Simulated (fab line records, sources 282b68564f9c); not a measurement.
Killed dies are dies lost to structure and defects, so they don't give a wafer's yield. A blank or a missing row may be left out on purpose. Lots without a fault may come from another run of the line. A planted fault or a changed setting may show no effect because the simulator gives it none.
fab line records | flow rit_cmos
record lots=13 wafers=39 last_day=7
route steps=202 shown GATE@95 M1@202
lots that met no fault: from a run of the same line without faults
start_h: hours from the record's first day to the start of the lot's first wafer shown | wait_h: hours since the lot's step before | " the same as in the row above | L1.1+2: a row that stands for several wafers | - no value, or no start given | * or withheld: withheld | < > ~ a bound
route shown NAME@n: a module of which the file shows steps, and the number in the route of the first | usual: mean/standard deviation of fault-free wafers | same: alike in all rows | chamber/n: place in a boat | sites: the reading at each site | _std_site: their standard deviation | _edge_site: outer sites' mean less inner sites' | radius_mm: how far each site lies from the wafer's centre | mask NAME#n: copy n | behind: the tool/chamber that last shaped the wafer | hold: why the lot was held/for how many hours/how that ended | device: the transistor (n, p or np) that didn't switch | end of line: the same wafers' tests at the end of the route | a step without rows: its recipe alone | killed: dies lost to structure and defects at the first sort, not the wafer's yield | map: a wafer's dies, x killed, . not, _ none there
set.NAME: the setting as run; set.NAME@STEP: as run at that earlier step | model.NAME: the simulator's own value behind a step, which no gauge read
steps of the route over a sample of lots; a table a step, a row a wafer
services: from which hour (start_h, from the record's first day; less than 0 if before it) a tool's chamber was out of use, for how many hours, and why
## steps
# step RIT_GATE_ETCH_19
# recipe chemistry=SF6/CHF3/O2 time_s=165 SF6_flow_sccm=30 CHF3_flow_sccm=30 O2_flow_sccm=5 target=poly-Si pressure_mtorr=40 rf_w=163 target_depth_a=3125 over_etch_frac=0.25 stop_on=SiO2
# usual drypump_motor_current_A=6.0/0.45 he_backside_leak_sccm=2.89/0.26 oes_product_au=0.842/0.018 throttle_valve_pct=10.23/0.17
# columns lot.wafer tool chamber start_h wait_h drypump_motor_current_A he_backside_leak_sccm oes_product_au rf_hours_counter_h throttle_valve_pct
L728.1 rie_si-01 2 40.88 0.1 6.3 3.01 0.836 101 10.31
L728.4 " 1 " " 6.5 2.86 0.851 2 9.98
L728.6 " 1 " " 6.5 2.99 0.836 - 9.97
L729.1 rie_si-02 0 43.74 0.1 5.3 2.79 0.841 47 10.06
L729.3 " 2 " " 6.6 2.43 0.821 28 10.51
L729.4 " 0 " " 5.3 2.71 0.820 - 10.04
L730.2 rie_si-01 3 47.49 0.1 5.7 2.83 0.862 110 10.24
L730.4 " 1 " " 6.6 3.05 0.844 2 9.94
L730.6 " 2 " " 6.4 2.98 0.845 - 10.30
L731.3 rie_si-02 0 55.07 0.1 5.4 2.60 0.839 47 10.04
L731.4 " 2 " " 6.6 2.37 0.821 28 10.52
L731.5 " 2 " " 6.6 2.29 0.828 - 10.51
L732.2 rie_si-01 1 57.77 0.1 6.5 2.97 0.851 2 9.97
L732.4 " 3 " " 5.7 2.98 0.858 110 10.24
L732.6 " 3 " " 5.6 2.87 0.849 - 10.25
L734.1 rie_si-01 1 71.06 0.1 6.5 3.08 0.847 2 9.97
L734.2 " 2 " " 6.4 2.92 0.838 102 10.29
L734.6 " 3 " " 5.7 2.91 0.895 - 10.25
L741.3 rie_si-02 2 105.60 0.1 6.6 2.45 0.820 28 10.52
L741.4 " 0 " " 5.4 2.65 0.815 48 10.05
L741.5 " 0 " " 5.4 2.70 0.826 - 10.04
L743.1 rie_si-02 0 112.58 0.1 5.4 2.66 0.835 48 10.03
L743.5 " 1 " " 5.8 3.22 0.860 - 10.25
L743.6 " 0 " " 5.4 2.62 0.824 - 10.03
L745.1 rie_si-02 1 123.05 0.1 5.8 3.07 0.855 116 10.25
L745.2 " 2 " " 6.6 2.31 0.822 28 10.51
L745.6 " 1 " " 5.8 3.13 0.859 - 10.24
L747.1 rie_si-02 1 136.91 0.1 5.8 3.18 0.854 116 10.24
L747.4 " 2 " " 6.6 2.37 0.825 29 10.52
L747.6 " 0 " " 5.3 2.87 0.825 - 10.03
L748.1 rie_si-01 0 141.39 0.1 6.0 3.25 0.841 111 10.12
L748.5 " 1 " " 6.5 2.99 0.857 - 9.97
L748.6 " 2 " " 6.3 2.75 0.857 - 10.31
L750.2 rie_si-01 2 148.97 0.1 6.4 3.04 0.848 102 10.32
L750.4 " 3 " " 5.6 2.87 0.868 111 10.23
L750.5 " 2 " " 6.4 2.85 0.845 - 10.30
L751.3 rie_si-02 0 157.43 0.1 5.4 2.94 0.825 48 10.04
L751.4 " 3 " " 5.5 3.10 0.822 106 10.40
L751.5 " 0 " " 5.4 2.83 0.812 - 10.04
# step RIT_M1_PROBE_99
# usual killed_at_contacts=0.0/0.2 killed_at_front_end=6.6/2.9 killed_dies=6.6/3 killed_open=3.4/2 killed_short=3.2/2
# same gross_dies=264 killed_at_M0_to_M3=0 killed_at_M4_up=0 killed_at_back_side=0 killed_at_other=0
# columns lot.wafer tool chamber start_h wait_h killed_at_contacts killed_at_front_end killed_dies killed_open killed_short
L734.1 prober-02 - 91.06 0.1 1 6 7 2 5
L734.2 prober-02 - 91.11 0.1 0 4 4 1 3
L734.6 prober-02 - 91.31 0.2 0 5 5 3 2
# killed by level:class
L734.1 GATE:geometric_particle:short=3 GATE:geometric_particle:open=1 SPACER:geometric_particle:short=1 SILICIDE:geometric_particle:short=1 CONTACT:geometric_particle:open=1
L734.2 GATE:geometric_particle:short=2 FOX1:geometric_particle:short=1 GATE:geometric_particle:open=1
L734.6 FOX1:geometric_particle:open=1 GATE:geometric_particle:open=1 GATE:geometric_particle:short=1 SILICIDE:geometric_particle:short=1 SILICIDE:geometric_particle:open=1
## services
# columns tool chamber start_h hours kind
rie_si-01 0 28.44 3.5 repair
rie_si-01 - 39.48 0.4 repair
rie_si-02 1 41.26 5.3 repair
## key
first_sign step=RIT_GATE_ETCH_19 reading=oes_product_au direction=up sigmas=3 usual=0.842 struck=0.895
effect none on later readings
met_at RIT_GATE_ETCH_19
struck_lots L734
struck_wafers L734.6
tester_left_out L734
onset_between 57.77 71.06
fault kind=process_parameter_drift tool=rie_si-01 chamber=3 onset_h=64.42 steps=RIT_GATE_ETCH_19 channel=target_depth_a offset=-187.17 shape=step end_h=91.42 stated=3125
# tester_left_out: of these lots the tester's yield and bins aren't shown, on N5 and GAA mostly nor the transistor test; their killed dies are dies lost to structure and defects alone, not to doping, threshold or leakage, so they don't give the yield
